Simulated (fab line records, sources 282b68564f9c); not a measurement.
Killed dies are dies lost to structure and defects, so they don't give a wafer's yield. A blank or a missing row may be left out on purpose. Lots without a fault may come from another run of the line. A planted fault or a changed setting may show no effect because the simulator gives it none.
Which tool did it? | flow rit_cmos | 14 lots, 42 wafers sampled, at 2 steps of a route of 202

WHAT THE GAUGES READ, wafer by wafer
The record holds no reading of a measuring or inspecting step that can be judged against a usual standard deviation.

WHICH TOOL RAN EACH LOT (tool, then ch and the chambers of the sampled wafers, then the start)
lot  | RIT_SDANNEAL_CLEAN_02          | RIT_M1_PROBE_99
L217 | wet_bench-02 ch 0, day 3 02:42 | -
L218 | wet_bench-02 ch 3, day 3 07:33 | -
L219 | wet_bench-01 ch 2, day 3 12:28 | -
L220 | wet_bench-01 ch 2, day 3 20:33 | -
L222 | wet_bench-01 ch 2, day 4 03:27 | prober-02, day 4 11:07
L223 | wet_bench-01 ch 2, day 4 07:50 | -
L226 | wet_bench-02 ch 3, day 4 23:46 | -
L227 | wet_bench-04 ch 1, day 5 03:05 | prober-01, day 5 10:45
L229 | wet_bench-01 ch 3, day 5 14:58 | prober-01, day 5 23:34
L230 | wet_bench-02 ch 1, day 5 20:11 | prober-02, day 6 03:52
L233 | wet_bench-01 ch 0, day 6 08:28 | prober-01, day 6 16:04
L237 | wet_bench-04 ch 1, day 7 05:46 | -
L238 | wet_bench-04 ch 2, day 7 10:40 | -
L239 | wet_bench-04 ch 2, day 7 14:18 | prober-01, day 7 21:46
- RIT_SDANNEAL_CLEAN_02: cleans in SC2, time 600 s.
- RIT_M1_PROBE_99

WHAT THE TOOLS THEMSELVES READ (means of the sampled wafers that have a number; where no wafer has one, the mark that the record gives instead)
RIT_SDANNEAL_CLEAN_02.
lot  | tool         | bath_guard_temp_C (C) | bath_heat_duty_pct (%) | run_length_s (s)
L217 | wet_bench-02 | 73.9                  | 16.2                   | 632
L218 | wet_bench-02 | 73.9                  | 13.8                   | 633
L219 | wet_bench-01 | 75.1                  | 13.1                   | 625
L220 | wet_bench-01 | 75.2                  | 13.5                   | 634
L222 | wet_bench-01 | 75.1                  | 13.2                   | 626
L223 | wet_bench-01 | 75.1                  | 13.3                   | 633
L226 | wet_bench-02 | 73.9                  | 13.6                   | 625
L227 | wet_bench-04 | 74.5                  | 13.6                   | 635
L229 | wet_bench-01 | 74.9                  | 13.1                   | 663
L230 | wet_bench-02 | 75.3                  | 15.9                   | 624
L233 | wet_bench-01 | 75.1                  | 14.0                   | 663
L237 | wet_bench-04 | 74.9                  | 13.4                   | 626
L238 | wet_bench-04 | 75.3                  | 18.1                   | 628
L239 | wet_bench-04 | 75.1                  | 17.8                   | 626

RIT_M1_PROBE_99.
lot  | tool      | killed_at_contacts | killed_at_front_end | killed_dies | killed_open | killed_short
L222 | prober-02 | 0.0                | 8                   | 8           | 4.7         | 3.7
L227 | prober-01 | 0.0                | 4                   | 4           | 2.0         | 1.7
L229 | prober-01 | 0.0                | 5                   | 5           | 3.0         | 2.3
L230 | prober-02 | 0.0                | 6                   | 6           | 3.7         | 2.7
L233 | prober-01 | 0.0                | 5                   | 5           | 3.7         | 1.3
L239 | prober-01 | 0.0                | 7                   | 7           | 2.7         | 4.3

THE ANSWER, worked out from the rows above alone
Rule: what is usual is taken from the lots themselves. Put in order of their means at a reading, lots are off if they are a third of the lots or fewer, leave a main group of 4 or more, and stand apart from it by a gap of 3 or more times the standard deviation of the main group's means; of several such gaps the widest counts. A main group whose means are all the same, to the digits that the tables above print for the reading, isn't used. A lot without any number at a reading at which 4 lots or more have one is off too. The other lots that the step has rows for count as sound. The gauges are gone through in route order, then the tools' own readings, and for those a lot's mean is taken as printed above. The first step at which some lot is off is used, and at that step the reading that is off furthest; a lot without a number counts as furthest.
Off: L229, L233, at RIT_SDANNEAL_CLEAN_02 (run_length_s). The main group: mean 629 s, standard deviation 3.9.
A tool fits if, at that step or a process step before it, it ran every lot that is off, and no sound lot after the first of them. One fits: wet_bench-01 at RIT_SDANNEAL_CLEAN_02. Its last sound lot is L223 (day 4 07:50), its first lot that is off L229 (day 5 14:58): a fault that began between those two fits.
The tool's own readings at RIT_SDANNEAL_CLEAN_02 bear it out: on the lots that are off they differ by more than 5 times the standard deviation of the sound lots' means. run_length_s reads 663 s there against 629 s on the sound lots.

WHAT THE SIMULATOR HAD PUT IN
Process parameter drift: wet_bench-01, from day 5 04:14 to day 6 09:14, at RIT_SDANNEAL_CLEAN_02. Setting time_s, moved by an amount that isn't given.
Lots struck among those shown: L229, L233. The rule above found the same.
